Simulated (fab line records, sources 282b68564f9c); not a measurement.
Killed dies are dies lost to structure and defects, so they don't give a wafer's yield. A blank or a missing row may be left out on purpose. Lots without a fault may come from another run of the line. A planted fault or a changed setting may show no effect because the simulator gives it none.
fab line records | flow rit_cmos
record lots=6 wafers=18 last_day=6
route steps=202 shown PLDD@122 SPACER@125 NSD@131 M1@202
lots that met no fault: from a run of the same line without faults
start_h: hours from the record's first day to the start of the lot's first wafer shown | wait_h: hours since the lot's step before | " the same as in the row above | L1.1+2: a row that stands for several wafers | - no value, or no start given | * or withheld: withheld | < > ~ a bound
route shown NAME@n: a module of which the file shows steps, and the number in the route of the first | usual: mean/standard deviation of fault-free wafers | same: alike in all rows | chamber/n: place in a boat | sites: the reading at each site | _std_site: their standard deviation | _edge_site: outer sites' mean less inner sites' | radius_mm: how far each site lies from the wafer's centre | mask NAME#n: copy n | behind: the tool/chamber that last shaped the wafer | hold: why the lot was held/for how many hours/how that ended | device: the transistor (n, p or np) that didn't switch | end of line: the same wafers' tests at the end of the route | a step without rows: its recipe alone | killed: dies lost to structure and defects at the first sort, not the wafer's yield | map: a wafer's dies, x killed, . not, _ none there
set.NAME: the setting as run; set.NAME@STEP: as run at that earlier step | model.NAME: the simulator's own value behind a step, which no gauge read
lots at some steps of the route; a table a step, a row a wafer
services: from which hour (start_h, from the record's first day; less than 0 if before it) a tool's chamber was out of use, for how many hours, and why
## steps
# step RIT_PLDD_IMPLANT_08
# recipe species=BF2 energy_kev=20 dose_cm2=9e+14 tilt_deg=7
# step RIT_PLDD_STRIP_09
# recipe chemistry=O2 time_s=180 resist=NOVOLAK platen_temp_c=withheld power_w=500 pressure_mtorr=4000 o2_flow_sccm=4000
# usual drypump_motor_current_A=5.8/0.38 rf_refl_power_W=7.0/1.6
# columns lot.wafer tool chamber start_h wait_h drypump_motor_current_A rf_hours_counter_h rf_refl_power_W
L358.1 plasma_asher-02 0 52.51 0.1 6.4 26 5.8
L358.5 " 0 " " 6.4 - 5.3
L358.6 " 1 " " 5.6 - 9.3
L360.1 plasma_asher-04 0 61.40 0.1 5.8 41 5.6
L360.5 " 0 " " 5.8 - 5.6
L360.6 " 1 " " 5.4 - 8.9
L365.4 plasma_asher-04 1 84.61 0.1 5.4 - 8.8
L365.5 " 0 " " 5.7 - 5.6
L365.6 " 1 " " 5.4 - 8.6
L369.4 plasma_asher-04 0 104.04 0.1 5.8 - 5.7
L369.5 " 0 " " 5.8 - 5.6
L369.6 " 1 " " 5.4 - 8.9
L373.2 plasma_asher-03 0 124.42 0.1 6.3 1 6.5
L373.3 " 0 " " 6.3 - 6.1
L373.4 " 1 " " 5.6 - 5.5
L374.1 plasma_asher-02 0 128.28 0.1 6.4 33 5.8
L374.3 " 0 " " 6.4 - 5.3
L374.6 " 0 " " 6.4 - 5.5
# step RIT_PLDD_TW_MEAS_10
# usual PLDD_TW=2343/20
# columns lot.wafer tool chamber start_h wait_h PLDD_TW
L358.1 film_metro-01 - 52.69 0.1 2323
L358.5 " - " " 2321
L358.6 " - " " 2320
L360.1 film_metro-02 - 61.58 0.1 2354
L360.5 " - " " 2346
L360.6 " - " " 2352
L365.4 film_metro-03 - 84.76 0.1 2336
L365.5 " - " " 2342
L365.6 " - " " 2348
L369.4 film_metro-01 - 104.19 0.1 2301
L369.5 " - " " 2314
L369.6 " - " " 2311
L373.2 film_metro-03 - 124.60 0.1 2375
L373.3 " - " " 2389
L373.4 " - " " 2388
L374.1 film_metro-02 - 128.46 0.1 2365
L374.3 " - " " 2348
L374.6 " - " " 2364
# step RIT_SPACER_CLEAN_00
# recipe chemistry=SC1 mix=3:3:50 time_s=600 temp_c=75
# step RIT_SPACER_CLEAN_01
# recipe chemistry=dHF dilution=50:1 time_s=30
# step RIT_SPACER_CLEAN_02
# recipe chemistry=SC2 mix=3:3:50 time_s=600 temp_c=75 dry=n2_spin
# step RIT_SPACER_CVD_03
# recipe material=Si3N4 target_thk_nm=250 temp_c=810 precursor=SiH2Cl2/NH3 time_s=3226 pressure_mtorr=300 sih2cl2_flow_sccm=60 nh3_flow_sccm=150
# step RIT_SPACER_THK_MEAS_04
# recipe reads=Si3N4_of_SPACER_CVD_03
# usual SPACER_NITRIDE_THK=245.2/1.8
# columns lot.wafer tool chamber start_h wait_h SPACER_NITRIDE_THK[nm]
L358.1 film_metro-02 - 55.78 0.0 245.6
L358.5 " - " " 244.5
L358.6 " - " " 246.8
L360.1 film_metro-02 - 63.92 0.0 243.3
L360.5 " - " " 243.1
L360.6 " - " " 244.9
L365.4 film_metro-02 - 87.28 0.1 245.8
L365.5 " - " " 246.5
L365.6 " - " " 244.2
L369.4 film_metro-04 - 106.60 0.1 248.1
L369.5 " - " " 249.0
L369.6 " - " " 247.8
L373.2 film_metro-02 - 127.45 0.0 245.0
L373.3 " - " " 247.1
L373.4 " - " " 245.2
L374.1 film_metro-02 - 130.83 0.0 245.6
L374.3 " - " " 242.6
L374.6 " - " " 243.3
# step RIT_SPACER_ETCHBACK_05
# recipe target_depth_a=2500 SF6_flow_sccm=30 CHF3_flow_sccm=30 target=Si3N4 chemistry=SF6/CHF3 pressure_mtorr=40 rf_w=250 time_s=240 stop_on=SiO2
# usual drypump_motor_current_A=5.95/0.21 oes_product_au=0.831/0.014 throttle_valve_pct=10.22/0.12
# columns lot.wafer tool chamber start_h wait_h drypump_motor_current_A oes_product_au rf_hours_counter_h throttle_valve_pct
L358.1 rie_diel-04 1 55.84 0.1 5.72 0.852 2 10.56
L358.5 " 1 " " 5.71 0.840 - 10.58
L358.6 " 0 " " 5.83 0.822 - 10.17
L360.1 rie_diel-03 1 63.98 0.1 4.95 0.811 76 10.10
L360.5 " 2 " " 5.89 0.850 - 10.43
L360.6 " 1 " " 4.97 0.812 - 10.10
L365.4 rie_diel-01 3 87.38 0.1 6.03 0.819 - 10.08
L365.5 " 1 " " 6.08 0.868 - 10.25
L365.6 " 2 " " 5.89 0.827 - 10.22
L369.4 rie_diel-01 2 106.63 0.0 5.86 0.839 17 10.24
L369.5 " 0 " " 6.08 0.843 - 10.21
L369.6 " 3 " " 5.99 0.829 - 10.06
L373.2 rie_diel-01 2 127.50 0.0 5.84 0.825 18 10.25
L373.3 " 3 " " 5.99 0.826 143 10.08
L373.4 " 0 " " 6.07 0.825 - 10.24
L374.1 rie_diel-01 3 130.89 0.1 5.99 0.823 143 10.07
L374.3 " 2 " " 5.91 0.823 18 10.21
L374.6 " 0 " " 6.07 0.824 - 10.24
# step RIT_NSD_HMDS_00
# recipe prime_time_s=60 prime_temp_c=140
# step RIT_NSD_COAT_01
# recipe resist=NOVOLAK spin_rpm=3250 resist_thk_nm=1000
# step RIT_NSD_SOFTBAKE_02
# recipe resist=NOVOLAK temp_c=90 time_s=60.96
# usual chill_plate_temp_C=22.99/0.1 plate_sensor_t_centre_C=90.970/0.01 plate_sensor_t_edge_C=91.020/0.01 resist_line_temp_C=23.02/0.099
# columns lot.wafer tool chamber start_h wait_h chill_plate_temp_C plate_sensor_t_centre_C plate_sensor_t_edge_C resist_line_temp_C
L358.1 litho_track-03 0 56.29 0.1 22.99 90.960 91.016 23.05
L358.5 " 0 " " 22.96 90.971 91.016 23.04
L358.6 " 0 " " 23.07 90.957 91.044 22.93
L360.1 litho_track-01 0 64.43 0.1 22.89 90.976 91.012 22.97
L360.5 " 0 " " 23.10 90.958 91.017 23.15
L360.6 " 0 " " 22.92 90.966 91.025 22.98
L365.4 litho_track-03 0 87.83 0.1 23.08 90.971 91.003 23.07
L365.5 " 0 " " 22.90 90.974 91.015 23.06
L365.6 " 0 " " 22.96 90.982 90.999 23.11
L369.4 litho_track-04 0 107.17 0.1 23.01 90.977 91.025 23.01
L369.5 " 0 " " 23.00 90.974 91.023 23.21
L369.6 " 0 " " 23.00 90.970 91.029 23.19
L373.2 litho_track-03 0 127.98 0.1 22.89 90.973 91.014 23.08
L373.3 " 0 " " 22.97 90.985 91.026 23.18
L373.4 " 0 " " 22.82 90.960 91.002 23.06
L374.1 litho_track-03 0 131.34 0.1 23.00 90.991 91.026 22.76
L374.3 " 0 " " 23.08 90.982 91.020 22.97
L374.6 " 0 " " 22.93 90.968 91.018 22.98
# step RIT_NSD_EXPOSE_03
# recipe mask_id=M9 na=0.57 target_cd_nm=40700 dose_mj=250
# usual focus_offset_nm=0.1/0.55
# columns lot.wafer tool chamber start_h wait_h mask focus_offset_nm model.NSD.overlay_x_nm
L358.1 iline_stepper-02 0 56.44 0.1 M9#0 -0.5 -1.082
L358.5 " 0 " " M9#0 -0.5 -1.082
L358.6 " 0 " " M9#0 -0.5 -1.082
L360.1 iline_stepper-01 0 64.58 0.1 M9#0 0.8 -0.05229
L360.5 " 0 " " M9#0 1.0 -0.05229
L360.6 " 0 " " M9#0 0.8 -0.05229
L365.4 iline_stepper-02 0 88.09 0.2 M9#0 0.2 6327
L365.5 " 0 " " M9#0 0.1 6327
L365.6 " 0 " " M9#0 0.1 6327
L369.4 iline_stepper-02 0 107.43 0.2 M9#0 0.5 6329
L369.5 " 0 " " M9#0 0.0 6329
L369.6 " 0 " " M9#0 0.9 6329
L373.2 iline_stepper-01 0 128.25 0.2 M9#0 0.9 0.6205
L373.3 " 0 " " M9#0 -0.6 0.6205
L373.4 " 0 " " M9#0 0.2 0.6205
L374.1 iline_stepper-01 0 131.49 0.1 M9#0 0.2 -0.4087
L374.3 " 0 " " M9#0 0.4 -0.4087
L374.6 " 0 " " M9#0 0.0 -0.4087
# step RIT_NSD_PEB_04
# recipe resist=NOVOLAK temp_c=withheld time_s=withheld
# step RIT_NSD_DEVELOP_05
# recipe resist=NOVOLAK develop_time_s=50 dev_temp_c=23
# step RIT_NSD_OVL_MEAS_06
# usual NSD_OVL=0.0/1.5
# columns lot.wafer tool chamber start_h wait_h hold NSD_OVL[nm]
L358.1 overlay-02 - 56.98 - - -1.7
L358.5 " - " " - -2.2
L358.6 " - " " - -2.7
L360.1 overlay-02 - 64.98 - - -0.1
L360.5 " - " " - 1.4
L360.6 " - " " - 0.3
L365.4 overlay-02 - 88.59 - await_dispo/0.2h/release -
L365.5 " - " " await_dispo/0.2h/release -
L365.6 " - " " await_dispo/0.2h/release -
L365.4 overlay-02 - 88.79 0.2 - -
L365.5 " - " " - -
L365.6 " - " " - -
L369.4 overlay-02 - 107.79 - await_dispo/0.2h/release -
L369.5 " - " " await_dispo/0.2h/release -
L369.6 " - " " await_dispo/0.2h/release -
L369.4 overlay-02 - 107.99 0.2 - -
L369.5 " - " " - -
L369.6 " - " " - -
L373.2 overlay-01 - 128.63 - - 1.0
L373.3 " - " " - 2.3
L373.4 " - " " - 1.6
L374.1 overlay-02 - 131.89 - - -2.6
L374.3 " - " " - 0.9
L374.6 " - " " - -1.1
# step RIT_M1_PROBE_99
# usual defect_limited_yield=97.6/1.1 killed_at_M0_to_M3=0.0/0.083 killed_at_front_end=6.3/2.9 killed_dies=6.4/2.9 killed_open=3.3/2.1 killed_short=3.1/1.7 sort_bin_3_pad_short=0.1/0.22 sort_bin_5_function=1.4/0.75 sort_bin_6_memory=0.9/0.65 sort_n_pass=257.6/2.9 sort_yield_pct=97.6/1.1
# same gross_dies=264 killed_at_M4_up=0 killed_at_back_side=0 killed_at_contacts=0 killed_at_other=0
# columns lot.wafer tool chamber start_h wait_h defect_limited_yield[%] killed_at_M0_to_M3 killed_at_front_end killed_dies killed_open killed_short sort_bin_3_pad_short[%] sort_bin_5_function[%] sort_bin_6_memory[%] sort_n_pass sort_yield_pct[%]
L358.1 prober-02 - 66.98 0.1 97.7 0 6 6 3 3 0.4 0.4 1.5 258.0 97.7
L358.5 prober-02 - 67.18 0.2 95.5 1 11 12 5 7 0.4 2.7 1.5 252.0 95.5
L358.6 prober-02 - 67.23 0.2 97.7 0 6 6 1 5 0 1.5 0.8 258.0 97.7
L360.1 prober-02 - 75.23 0.1 99.2 0 2 2 1 1 0 0.8 0 262.0 99.2
L360.5 prober-02 - 75.43 0.2 98.9 0 3 3 1 2 0 1.1 0 261.0 98.9
L360.6 prober-02 - 75.48 0.2 95.1 0 13 13 7 6 0 3.0 1.9 251.0 95.1
L373.2 prober-02 - 139.78 0.1 97.3 0 7 7 4 3 0 2.3 0.4 257.0 97.3
L373.3 prober-02 - 139.83 0.2 97.0 0 8 8 4 4 0.8 1.5 0.8 256.0 97.0
L373.4 prober-02 - 139.88 0.2 96.2 0 10 10 5 5 0 3.0 0.8 254.0 96.2
L374.1 prober-01 - 143.05 0.1 98.5 0 4 4 2 2 0 0.8 0.8 260.0 98.5
L374.3 prober-01 - 143.15 0.2 99.6 0 1 1 0 1 0 0.4 0 263.0 99.6
L374.6 prober-01 - 143.30 0.2 96.6 0 9 9 5 4 0 2.3 1.1 255.0 96.6
# killed by level:class
L358.1 GATE:geometric_particle:short=2 GATE:geometric_particle:open=1 REOX:geometric_particle:open=1 SILICIDE:geometric_particle:open=1 SILICIDE:geometric_particle:short=1
L358.5 GATE:geometric_particle:open=3 SPACER:geometric_particle:short=2 FOX1:geometric_particle:short=1 GATE:geometric_particle:short=1 REOX:geometric_particle:short=1 REOX:geometric_particle:open=1 SPACER:geometric_particle:open=1 SILICIDE:geometric_particle:short=1
L358.6 GATE:geometric_particle:short=4 GATE:geometric_particle:open=1 REOX:geometric_particle:short=1
L360.1 FOX1:geometric_particle:short=1 FOX1:geometric_particle:open=1
L360.5 FOX1:geometric_particle:open=1 FOX1:geometric_particle:short=1 GATE:geometric_particle:short=1
L360.6 SILICIDE:geometric_particle:short=5 REOX:geometric_particle:open=4 GATE:geometric_particle:open=2 REOX:geometric_particle:short=1 SILICIDE:geometric_particle:open=1
L373.2 GATE:geometric_particle:open=3 GATE:geometric_particle:short=2 REOX:geometric_particle:short=1 REOX:geometric_particle:open=1
L373.3 GATE:geometric_particle:short=2 GATE:geometric_particle:open=2 FOX2:geometric_particle:short=1 REOX:geometric_particle:open=1 REOX:geometric_particle:short=1 SPACER:geometric_particle:open=1
L373.4 GATE:geometric_particle:short=2 SPACER:geometric_particle:short=2 FOX1:geometric_particle:short=1 FOX1:geometric_particle:open=1 GATE:geometric_particle:open=1 REOX:geometric_particle:open=1 SPACER:geometric_particle:open=1 SILICIDE:geometric_particle:open=1
L374.1 GATE:geometric_particle:open=2 REOX:geometric_particle:short=1 SPACER:geometric_particle:short=1
L374.3 REOX:geometric_particle:short=1
L374.6 REOX:geometric_particle:short=2 SPACER:geometric_particle:open=2 FOX1:geometric_particle:short=1 FOX2:geometric_particle:short=1 GATE:geometric_particle:open=1 REOX:geometric_particle:open=1 SILICIDE:geometric_particle:open=1
## services
# columns tool chamber start_h hours kind
iline_stepper-01 0 34.01 - calibration
rie_diel-03 - 35.58 28.1 pm
rie_diel-01 0 45.17 1.5 repair
plasma_asher-03 - 52.92 0.6 repair
iline_stepper-02 0 63.35 - calibration
iline_stepper-02 - 63.47 1.7 pm
rie_diel-01 0 72.89 - clean
rie_diel-01 0 72.89 - consumable_replace:esc
rie_diel-01 0 72.89 21.3 scheduled_down
rie_diel-01 0 72.89 21.3 vent_cycle
iline_stepper-02 - 74.89 2.1 pm
iline_stepper-02 - 76.97 - consumable_replace:lamp
rie_diel-03 1 79.70 9.6 repair
rie_diel-04 - 84.68 0.3 repair
rie_diel-03 - 93.04 65.3 repair
plasma_asher-03 - 108.80 9.0 pm
plasma_asher-02 - 110.74 10.5 repair
rie_diel-01 2 120.15 6.0 repair
plasma_asher-04 - 125.93 8.0 repair
rie_diel-01 1 126.12 - clean
rie_diel-01 1 126.12 12.5 scheduled_down
rie_diel-01 1 126.12 12.5 vent_cycle
rie_diel-04 0 128.36 46.2 repair
rie_diel-04 2 130.13 4.4 repair
## key
first_sign step=RIT_NSD_OVL_MEAS_06 reading=visit direction=added
effect step=RIT_NSD_OVL_MEAS_06 reading=hold direction=added
model_effect step=RIT_NSD_EXPOSE_03 value=NSD.overlay_x_nm without=0.05534 struck=6328
met_at RIT_NSD_EXPOSE_03
struck_wafers L365.4,L365.5,L365.6,L369.4,L369.5,L369.6
scrapped_behind RIT_NSD_OVL_MEAS_06 L365.4,L365.5,L365.6,L369.4,L369.5,L369.6
onset_between 56.44 88.09
also_fits RIT_PLDD_STRIP_09:plasma_asher-04
fault kind=scanner_matching_overlay tool=iline_stepper-02 chamber=- onset_h=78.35 steps=RIT_NSD_EXPOSE_03 offset=6328
